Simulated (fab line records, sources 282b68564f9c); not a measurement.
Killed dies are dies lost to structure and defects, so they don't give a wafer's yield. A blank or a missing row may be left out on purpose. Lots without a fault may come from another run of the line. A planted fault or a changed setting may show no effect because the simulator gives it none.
Split-lot experiment | flow rit_cmos | 5 lots, 23 wafers read, on a route of 202 steps

THE SPLIT
At RIT_PSD_IMPLANT_08, the setting dose_cm2 was moved away from the recipe's 5e+15 on 8 of the 23 wafers read, by -6.0% to +3.9%. The other wafers ran this setting at the recipe's value.

FROM THE SPLIT TO THE READING: what the file shows between them, 3 steps
- RIT_PSD_STRIP_09: strips in O2, time 180 s
- RIT_SDANNEAL_CLEAN_02: cleans in SC2, time 600 s
- RIT_SDANNEAL_RTA_03: time 5 s

THE READING
PSD_RS, in ohm/sq, at RIT_SDANNEAL_RS_MEAS_04 (measures by four-point-probe). Fault-free wafers of this fab line usually give 115.96 ohm/sq, standard deviation 0.25 ohm/sq.

wafer  | tool, chamber at the split | dose_cm2 as run | against the recipe | PSD_RS, ohm/sq | against lot-mates on the recipe
L076.1 | implanter-03, 0            | 5e+15           | recipe             | 115.88         | -
L076.2 | implanter-03, 0            | 5e+15           | recipe             | 115.84         | -
L076.3 | implanter-03, 0            | 5e+15           | recipe             | 116.10         | -
L076.4 | implanter-03, 0            | 5e+15           | recipe             | 115.93         | -
L076.5 | implanter-03, 0            | 5e+15           | recipe             | 115.74         | -
L077.1 | implanter-04, 0            | 4.699e+15       | -6.0%              | 117.14         | +0.79
L077.3 | implanter-04, 0            | 4.699e+15       | -6.0%              | 117.09         | +0.74
L077.4 | implanter-04, 0            | 5e+15           | recipe             | 116.26         | -
L077.5 | implanter-04, 0            | 5e+15           | recipe             | 116.25         | -
L077.6 | implanter-04, 0            | 5e+15           | recipe             | 116.54         | -
L080.2 | implanter-03, 0            | 5e+15           | recipe             | 116.14         | -
L080.3 | implanter-03, 0            | 5e+15           | recipe             | 116.17         | -
L080.4 | implanter-03, 0            | 4.745e+15       | -5.1%              | 116.85         | +0.69
L080.5 | implanter-03, 0            | 4.745e+15       | -5.1%              | 116.63         | +0.47
L080.6 | implanter-03, 0            | 4.745e+15       | -5.1%              | 116.62         | +0.47
L082.1 | implanter-01, 0            | 5e+15           | recipe             | 115.85         | -
L082.2 | implanter-01, 0            | 5.197e+15       | +3.9%              | 115.61         | -0.22
L082.3 | implanter-01, 0            | 5.197e+15       | +3.9%              | 115.43         | -0.40
L082.5 | implanter-01, 0            | 5.197e+15       | +3.9%              | 115.57         | -0.26
L082.6 | implanter-01, 0            | 5e+15           | recipe             | 115.81         | -
L085.1 | implanter-04, 0            | 5e+15           | recipe             | 115.80         | -
L085.3 | implanter-04, 0            | 5e+15           | recipe             | 116.16         | -
L085.4 | implanter-04, 0            | 5e+15           | recipe             | 116.28         | -

THE FIT
A straight line over all 23 wafers: PSD_RS changes by -0.145 ohm/sq for each +1% of dose_cm2; r = -0.90; the points scatter about the line by 0.21 ohm/sq.
The same after taking each lot's own level away (the mean of its wafers on the recipe; 23 wafers): -0.104 ohm/sq for each +1%; r = -0.92; scatter 0.13 ohm/sq.
On that fit, the largest move of dose_cm2 shifts the reading by 0.63 ohm/sq.
The lots' own levels span 115.830 to 116.350 ohm/sq, that is 2.1 times the standard deviation above.
So the lot-to-lot level changes the slope: the two fits differ.
Check: with one of the wafers moved furthest among these (-6.0%) left out of the fit, the line predicts +0.625 ohm/sq for it against its lot-mates. It came out at +0.79 ohm/sq against them.

OTHER SPLITS ON THESE WAFERS
These wafers also went through other splits before the reading. Each is held against what the fit with the lots' levels taken away leaves over:
other split on the same wafers | wafers away from the commonest value | r with PSD_RS (lot level and that fit taken away)
RIT_PLDD_COAT_01 spin_rpm      | 4                                    | +0.05
RIT_PLDD_IMPLANT_08 energy_kev | 6                                    | +0.04
RIT_SPACER_CVD_03 temp_c       | 18                                   | -0.19
RIT_NSD_IMPLANT_08 dose_cm2    | 10                                   | -0.06

THE FILE'S OWN FIT
PSD_RS changes by -0.11 ohm/sq for each +1% of dose_cm2, r = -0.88.
